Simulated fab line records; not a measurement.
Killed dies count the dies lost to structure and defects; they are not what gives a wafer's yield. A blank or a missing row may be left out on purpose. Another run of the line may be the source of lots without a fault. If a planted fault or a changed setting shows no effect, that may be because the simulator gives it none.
Which tool is to blame? :: flow berkeleyCmos170 :: 6 lots, 18 wafers sampled, at 2 steps of a route of 331

WHAT EACH GAUGE READ, for each wafer
UCB170_SPACER_THK_MEAS_01.
lot: L492
measured: day 6 15:40
on: filmMetro-03
SPACER_TEOS_THK (nm): 370 378 372

lot: L493
measured: day 7 01:29
on: filmMetro-03
SPACER_TEOS_THK (nm): 369 374 377

lot: L495
measured: day 7 02:27
on: filmMetro-02
SPACER_TEOS_THK (nm): 372 379 373

lot: L505
measured: day 9 04:52
on: filmMetro-03
SPACER_TEOS_THK (nm): 371 377 372

lot: L508
measured: day 10 02:26
on: filmMetro-04
SPACER_TEOS_THK (nm): 372 379 368

lot: L513
measured: day 10 11:18
on: filmMetro-04
SPACER_TEOS_THK (nm): 366 380 374

EACH LOT AND THE TOOL THAT RAN IT (in order: tool; ch and the chambers of the sampled wafers; start)
lot: L492
UCB170_SPACER_CVD_00: pecvd-03 ch 1,2, day 6 15:37

lot: L493
UCB170_SPACER_CVD_00: pecvd-03 ch 0,1,2, day 7 01:26

lot: L495
UCB170_SPACER_CVD_00: pecvd-03 ch 1,2, day 7 02:25

lot: L505
UCB170_SPACER_CVD_00: pecvd-02 ch 1,2, day 9 04:48

lot: L508
UCB170_SPACER_CVD_00: pecvd-01 ch 0,1,2, day 10 02:22

lot: L513
UCB170_SPACER_CVD_00: pecvd-01 ch 1,2, day 10 11:16
- UCB170_SPACER_CVD_00: deposits SiO2 from TEOS/O2, target thk 376 nm, time 47 s.

THE ANSWER, worked out from the rows above alone
Rule: usual is defined by the lots themselves. The widest of any qualifying gaps counts: lots, ordered by their means at a reading, are off when they make up no more than a third of the lots, leave a main group of 4 or more, and stand apart from it by 3 or more times the standard deviation of that group's means. A main group whose means are all the same, to the digits that the tables above print for the reading, isn't used. A lot without any number at a reading at which 4 lots or more have one is off too. Where the step has rows for the other lots, those lots are counted as sound.
None of the lots is off at any reading shown; this tells nothing.

WHAT THE SIMULATOR HAD INSERTED
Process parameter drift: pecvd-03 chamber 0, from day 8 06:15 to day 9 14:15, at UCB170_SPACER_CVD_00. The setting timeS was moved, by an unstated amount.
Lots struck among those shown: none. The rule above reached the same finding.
